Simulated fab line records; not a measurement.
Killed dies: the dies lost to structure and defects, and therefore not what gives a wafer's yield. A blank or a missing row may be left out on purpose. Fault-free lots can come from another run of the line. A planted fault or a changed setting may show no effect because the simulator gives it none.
Lot-split experiment || flow berkeley_cmos170 || on a route of 331 steps: 5 lots, 23 wafers read

## THE SPLIT ITSELF
At UCB170_SILICIDE_SPUTTER_01 (material Ti, target thk 30 nm, time 25 s), the setting time_s was moved away from the recipe's 25 s on 4 of the 23 wafers read, by -5.6% to +5.1%. All remaining wafers had this setting at the recipe value.

## SPLIT TO READING: what lies between them in the file, 1 step
- UCB170_SILICIDE_RS_MEAS_02: measures by four-point-probe

## THE READING
SILICIDE_TI_THK, in nm, at UCB170_SILICIDE_THK_MEAS_03 (measures by xrf). Fault-free wafers of this fab line usually give 30.29 nm, standard deviation 0.3 nm.

{"wafer": "L077.1", "tool, chamber at the split": "pvd_sputter-02, -", "time_s as run, s": 25, "against the recipe": "recipe", "SILICIDE_TI_THK, nm": 30.34, "against lot-mates on the recipe": "-"}
{"wafer": "L077.2", "tool, chamber at the split": "pvd_sputter-02, -", "time_s as run, s": 25, "against the recipe": "recipe", "SILICIDE_TI_THK, nm": 30.18, "against lot-mates on the recipe": "-"}
{"wafer": "L077.4", "tool, chamber at the split": "pvd_sputter-02, -", "time_s as run, s": 23.61, "against the recipe": "-5.6%", "SILICIDE_TI_THK, nm": 28.42, "against lot-mates on the recipe": -1.78}
{"wafer": "L077.5", "tool, chamber at the split": "pvd_sputter-02, -", "time_s as run, s": 23.61, "against the recipe": "-5.6%", "SILICIDE_TI_THK, nm": 28.16, "against lot-mates on the recipe": -2.04}
{"wafer": "L077.6", "tool, chamber at the split": "pvd_sputter-02, -", "time_s as run, s": 25, "against the recipe": "recipe", "SILICIDE_TI_THK, nm": 30.09, "against lot-mates on the recipe": "-"}
{"wafer": "L079.1", "tool, chamber at the split": "pvd_sputter-04, -", "time_s as run, s": 25, "against the recipe": "recipe", "SILICIDE_TI_THK, nm": 30.94, "against lot-mates on the recipe": "-"}
{"wafer": "L079.3", "tool, chamber at the split": "pvd_sputter-04, -", "time_s as run, s": 25, "against the recipe": "recipe", "SILICIDE_TI_THK, nm": 30.82, "against lot-mates on the recipe": "-"}
{"wafer": "L079.4", "tool, chamber at the split": "pvd_sputter-04, -", "time_s as run, s": 25, "against the recipe": "recipe", "SILICIDE_TI_THK, nm": 30.46, "against lot-mates on the recipe": "-"}
{"wafer": "L079.5", "tool, chamber at the split": "pvd_sputter-04, -", "time_s as run, s": 25, "against the recipe": "recipe", "SILICIDE_TI_THK, nm": 30.69, "against lot-mates on the recipe": "-"}
{"wafer": "L079.6", "tool, chamber at the split": "pvd_sputter-04, -", "time_s as run, s": 25, "against the recipe": "recipe", "SILICIDE_TI_THK, nm": 30.50, "against lot-mates on the recipe": "-"}
{"wafer": "L078.1", "tool, chamber at the split": "pvd_sputter-01, -", "time_s as run, s": 26.28, "against the recipe": "+5.1%", "SILICIDE_TI_THK, nm": 32.15, "against lot-mates on the recipe": "+1.37"}
{"wafer": "L078.2", "tool, chamber at the split": "pvd_sputter-01, -", "time_s as run, s": 26.28, "against the recipe": "+5.1%", "SILICIDE_TI_THK, nm": 32.09, "against lot-mates on the recipe": "+1.31"}
{"wafer": "L078.4", "tool, chamber at the split": "pvd_sputter-01, -", "time_s as run, s": 25, "against the recipe": "recipe", "SILICIDE_TI_THK, nm": 30.89, "against lot-mates on the recipe": "-"}
{"wafer": "L078.5", "tool, chamber at the split": "pvd_sputter-01, -", "time_s as run, s": 25, "against the recipe": "recipe", "SILICIDE_TI_THK, nm": 30.54, "against lot-mates on the recipe": "-"}
{"wafer": "L078.6", "tool, chamber at the split": "pvd_sputter-01, -", "time_s as run, s": 25, "against the recipe": "recipe", "SILICIDE_TI_THK, nm": 30.90, "against lot-mates on the recipe": "-"}
{"wafer": "L081.1", "tool, chamber at the split": "pvd_sputter-02, -", "time_s as run, s": 25, "against the recipe": "recipe", "SILICIDE_TI_THK, nm": 30.82, "against lot-mates on the recipe": "-"}
{"wafer": "L081.2", "tool, chamber at the split": "pvd_sputter-02, -", "time_s as run, s": 25, "against the recipe": "recipe", "SILICIDE_TI_THK, nm": 30.46, "against lot-mates on the recipe": "-"}
{"wafer": "L081.3", "tool, chamber at the split": "pvd_sputter-02, -", "time_s as run, s": 25, "against the recipe": "recipe", "SILICIDE_TI_THK, nm": 30.48, "against lot-mates on the recipe": "-"}
{"wafer": "L081.4", "tool, chamber at the split": "pvd_sputter-02, -", "time_s as run, s": 25, "against the recipe": "recipe", "SILICIDE_TI_THK, nm": 30.56, "against lot-mates on the recipe": "-"}
{"wafer": "L081.5", "tool, chamber at the split": "pvd_sputter-02, -", "time_s as run, s": 25, "against the recipe": "recipe", "SILICIDE_TI_THK, nm": 30.84, "against lot-mates on the recipe": "-"}
{"wafer": "L085.3", "tool, chamber at the split": "pvd_sputter-04, -", "time_s as run, s": 25, "against the recipe": "recipe", "SILICIDE_TI_THK, nm": 29.81, "against lot-mates on the recipe": "-"}
{"wafer": "L085.5", "tool, chamber at the split": "pvd_sputter-04, -", "time_s as run, s": 25, "against the recipe": "recipe", "SILICIDE_TI_THK, nm": 29.99, "against lot-mates on the recipe": "-"}
{"wafer": "L085.6", "tool, chamber at the split": "pvd_sputter-04, -", "time_s as run, s": 25, "against the recipe": "recipe", "SILICIDE_TI_THK, nm": 30.01, "against lot-mates on the recipe": "-"}

THE FIT
A straight line over all 23 wafers: SILICIDE_TI_THK changes by +0.36 nm for each +1% of time_s; r = +0.93; the points scatter about the line by 0.33 nm.
The same after taking each lot's own level away (the mean of its wafers on the recipe; 23 wafers): +0.306 nm for each +1%; r = +0.97; scatter 0.17 nm.
The reading moves by 1.7 nm for the largest change in time_s, on that fit.
The span of the lots' own levels, 29.937 to 30.777 nm, comes to 2.8 times the standard deviation stated above.
Thus the slope moves with the lot-to-lot level: the two fits are different.
Check: with one of the wafers moved furthest among these (-5.6%) left out of the fit, the line predicts -1.72 nm for it against its lot-mates. It came out at -1.78 nm against them.

## THE WHOLE CHAIN: every reading that the file lists as answering this split, in the file's order
{"step": "UCB170_SILICIDE_SPUTTER_01", "what it does": "material Ti, target thk 30 nm, time 25 s", "reading": "Ti_of_SILICIDE_SPUTTER_01.thk_nm (the simulator's own value, which no gauge read)", "change (the file's fit)": "+0.296 nm for each +1% of the setting", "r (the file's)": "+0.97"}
{"step": "UCB170_SILICIDE_RS_MEAS_02", "what it does": "measures by four-point-probe", "reading": "SILICIDE_TI_RS", "change (the file's fit)": "-0.315 for each +1% of the setting", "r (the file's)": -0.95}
{"step": "UCB170_SILICIDE_THK_MEAS_03", "what it does": "measures by xrf", "reading": "SILICIDE_TI_THK", "change (the file's fit)": "+0.307 for each +1% of the setting", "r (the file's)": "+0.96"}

## THE FILE'S OWN FIT
SILICIDE_TI_THK changes by +0.307 nm for each +1% of time_s, r = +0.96.
